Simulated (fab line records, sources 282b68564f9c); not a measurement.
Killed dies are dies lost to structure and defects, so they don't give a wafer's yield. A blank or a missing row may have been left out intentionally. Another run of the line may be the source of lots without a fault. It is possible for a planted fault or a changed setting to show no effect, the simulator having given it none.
Lot-split experiment    flow ritCmos    5 lots, 23 wafers read, on a route of 202 steps

== ON THE SPLIT ==
At RIT_M1_SPUTTER_00 (material Al, target thk 400 nm, time 500 s), the setting timeS was moved away from the recipe's 500 s on 5 of the 23 wafers read, by -9.2% to +4.2%. All remaining wafers had this setting at the recipe value.

== FROM THE SPLIT TO THE READING: what the file shows between them, 7 steps ==
- RIT_M1_RS_MEAS_01: measures by four-point-probe
- RIT_M1_THK_MEAS_02: measures by xrf
- RIT_M1_EXPOSE_06: exposes mask M12, target cd 2600 nm (also split here: doseMj)
- RIT_M1_PEB_07
- RIT_M1_DEVELOP_08: develop time 68 s
- RIT_M1_CD_MEAS_09: target cd 2600 nm
- RIT_M1_HARDBAKE_11: time 120 s

== THE READING ==
oesProductAu, in a.u., at RIT_M1_METAL_ETCH_12 (etches Al in Cl2/BCl3, stops on SiO2, time 165 s, target depth 600 nm). Fault-free wafers of this fab line usually give 0.768 a.u., standard deviation 0.0084 a.u.

wafer   tool, chamber at the split  timeS as run, s  against the recipe  oesProductAu, a.u.  against lot-mates on the recipe
L076.1  pvdSputter-04, -            500              recipe              0.770               -
L076.3  pvdSputter-04, -            500              recipe              0.772               -
L076.6  pvdSputter-04, -            500              recipe              0.767               -
L077.1  pvdSputter-02, -            500              recipe              0.780               -
L077.2  pvdSputter-02, -            500              recipe              0.754               -
L077.3  pvdSputter-02, -            500              recipe              0.759               -
L077.5  pvdSputter-02, -            453.8            -9.2%               0.720               -0.044
L077.6  pvdSputter-02, -            453.8            -9.2%               0.727               -0.037
L081.1  pvdSputter-02, -            500              recipe              0.762               -
L081.2  pvdSputter-02, -            500              recipe              0.759               -
L081.3  pvdSputter-02, -            500              recipe              0.764               -
L081.4  pvdSputter-02, -            500              recipe              0.767               -
L081.6  pvdSputter-02, -            500              recipe              0.765               -
L082.2  pvdSputter-02, -            500              recipe              0.759               -
L082.3  pvdSputter-02, -            500              recipe              0.753               -
L082.4  pvdSputter-02, -            500              recipe              0.761               -
L082.5  pvdSputter-02, -            500              recipe              0.770               -
L082.6  pvdSputter-02, -            500              recipe              0.763               -
L085.1  pvdSputter-02, -            500              recipe              0.765               -
L085.3  pvdSputter-02, -            521              +4.2%               0.801               +0.033
L085.4  pvdSputter-02, -            500              recipe              0.770               -
L085.5  pvdSputter-02, -            521              +4.2%               0.795               +0.027
L085.6  pvdSputter-02, -            521              +4.2%               0.782               +0.014

THE FIT
A straight line over all 23 wafers: oesProductAu changes by +0.00501 a.u. for each +1% of timeS; r = +0.91; the points scatter about the line by 0.0073 a.u.
The same after taking each lot's own level away (the mean of its wafers on the recipe; 23 wafers): +0.00482 a.u. for each +1%; r = +0.92; scatter 0.0065 a.u.
According to that fit, moving timeS by its largest amount changes the reading by 0.045 a.u.
From 0.7612 to 0.7697 a.u.: that is the span of the lots' own levels, equal to 1.0 times the standard deviation above.
Hence the lot-to-lot level has little effect on the slope; both slopes agree.
Check: with one of the wafers moved furthest among these (-9.2%) left out of the fit, the line predicts -0.043 a.u. for it against its lot-mates. Against them it came out at -0.0443 a.u.

== OTHER SPLITS APPLIED TO THESE WAFERS ==
These wafers also went through other splits before the reading. Each is held against what the fit with the lots' levels taken away leaves over:
other split on the same wafers  wafers away from the commonest value  r with oesProductAu (lot level and that fit taken away)
RIT_NSD_IMPLANT_08 energyKev    12                                    -0.17
RIT_PSD_SOFTBAKE_02 tempC       9                                     +0.46
RIT_PSD_IMPLANT_08 energyKev    6                                     -0.30
RIT_SILICIDE_SPUTTER_01 powerW  7                                     -0.14
RIT_M1_EXPOSE_06 doseMj         7                                     -0.26

== THE WHOLE CHAIN: every reading that the file lists as answering this split, in the file's order ==
step                  what it does                                                           reading                                                                     change (the file's fit)                    r (the file's)
RIT_M1_SPUTTER_00     material Al, target thk 400 nm, time 500 s                             Al_of_M1_SPUTTER_00.thkNm (the simulator's own value, which no gauge read)  +4.01 nm for each +1% of the setting       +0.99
RIT_M1_RS_MEAS_01     measures by four-point-probe                                           M1_AL_RS                                                                    -0.00082 for each +1% of the setting       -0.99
RIT_M1_THK_MEAS_02    measures by xrf                                                        M1_AL_THK                                                                   +3.92 for each +1% of the setting          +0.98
RIT_M1_METAL_ETCH_12  etches Al in Cl2/BCl3, stops on SiO2, time 165 s, target depth 600 nm  oesProductAu                                                                +0.00467 a.u. for each +1% of the setting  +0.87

== THE FILE'S OWN FIT ==
oesProductAu changes by +0.00467 a.u. for each +1% of timeS, r = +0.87.
